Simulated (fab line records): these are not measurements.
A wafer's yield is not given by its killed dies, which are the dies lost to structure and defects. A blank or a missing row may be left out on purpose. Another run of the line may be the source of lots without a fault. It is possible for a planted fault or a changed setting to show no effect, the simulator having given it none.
The tool behind it: which one? | flow rit_cmos | Sampling: 14 lots, 42 wafers, 2 of 202 route steps

== WHAT THE GAUGES READ, wafer by wafer ==
RIT_GATE_THK_MEAS_07.
lot  | measured    | on            | GATE_OXIDE_THK (nm)
L774 | day 2 12:31 | film_metro-03 | 3.17 3.17 3.16
L776 | day 3 01:30 | film_metro-02 | 3.10 2.98 3.00
L777 | day 3 04:56 | film_metro-03 | 2.89 2.78 2.87
L778 | day 3 09:09 | film_metro-02 | 3.07 2.96 3.04
L779 | day 3 15:39 | film_metro-04 | 3.07 2.93 3.02
L781 | day 4 07:36 | film_metro-03 | 3.07 3.03 2.95
L782 | day 4 09:31 | film_metro-02 | 2.94 3.06 2.96
L784 | day 4 17:58 | film_metro-02 | 3.11 3.02 3.04
L785 | day 4 23:17 | film_metro-04 | 3.03 2.88 2.99
L786 | day 5 02:32 | film_metro-03 | 3.11 3.03 3.10
L789 | day 5 19:04 | film_metro-04 | 3.13 3.11 3.08
L795 | day 6 20:32 | film_metro-02 | 2.93 3.06 2.98
L796 | day 7 05:18 | film_metro-04 | 2.92 2.95 2.98
L797 | day 7 09:08 | film_metro-04 | 3.06 3.04 3.05

RIT_CONTACT_CD_MEAS_08: target cd 1000 nm.
lot  | measured    | on        | cd_nm (nm)
L774 | day 3 06:52 | cd_sem-01 | 1001.3 1000.1 1002.2
L776 | day 3 20:01 | cd_sem-02 | 998.4 999.5 999.9
L777 | day 4 01:24 | cd_sem-02 | 1002.7 1003.1 1002.9
L778 | day 4 03:50 | cd_sem-01 | 1004.9 1002.0 1005.7
L779 | day 4 09:13 | cd_sem-01 | 1000.8 1001.3 1001.7
L781 | day 5 02:10 | cd_sem-02 | 999.7 1002.3 999.5
L782 | day 5 04:59 | cd_sem-02 | 1001.5 1000.5 999.4
L784 | day 5 12:10 | cd_sem-02 | 1001.2 1000.4 1000.9
L785 | day 5 18:11 | cd_sem-02 | 999.2 998.6 998.7
L786 | day 5 21:05 | cd_sem-02 | 1001.1 997.9 999.5
L789 | day 6 13:02 | cd_sem-01 | 998.2 996.2 997.2
L795 | day 7 16:33 | cd_sem-01 | 1003.1 1001.7 1001.5
L796 | day 7 23:16 | cd_sem-02 | 997.8 999.9 998.8
L797 | day 8 03:42 | cd_sem-02 | 997.7 998.5 996.8

== TOOL THAT RAN EACH LOT (tool first, then ch and the chambers of the sampled wafers, then the start) ==
Before these readings, the record contains no process step.

== AS READ BY THE TOOLS THEMSELVES (means over the sampled wafers that have a number; for cases with no such wafer, the mark the record gives instead) ==
The record holds no such reading with a usual standard deviation.

== THE ANSWER, worked out from the rows above alone ==
Rule: what is usual is taken from the lots themselves. The widest of any qualifying gaps counts: lots, ordered by their means at a reading, are off when they make up no more than a third of the lots, leave a main group of 4 or more, and stand apart from it by 3 or more times the standard deviation of that group's means. If all means in a main group match to the digits the tables above print for the reading, that group is not used. Also off: a lot with no number at a reading for which 4 or more lots have one. Where the step has rows for the other lots, those lots are counted as sound. Order of review: gauges by route order, followed by the tools' own readings, for which a lot's mean as printed above is used. At the first step where some lot is off, the reading lying furthest off is the one used; lots without a number count as furthest.
No lot is off at any reading shown: from this, nothing can be told.

== WHAT THE SIMULATOR HAD PUT IN ==
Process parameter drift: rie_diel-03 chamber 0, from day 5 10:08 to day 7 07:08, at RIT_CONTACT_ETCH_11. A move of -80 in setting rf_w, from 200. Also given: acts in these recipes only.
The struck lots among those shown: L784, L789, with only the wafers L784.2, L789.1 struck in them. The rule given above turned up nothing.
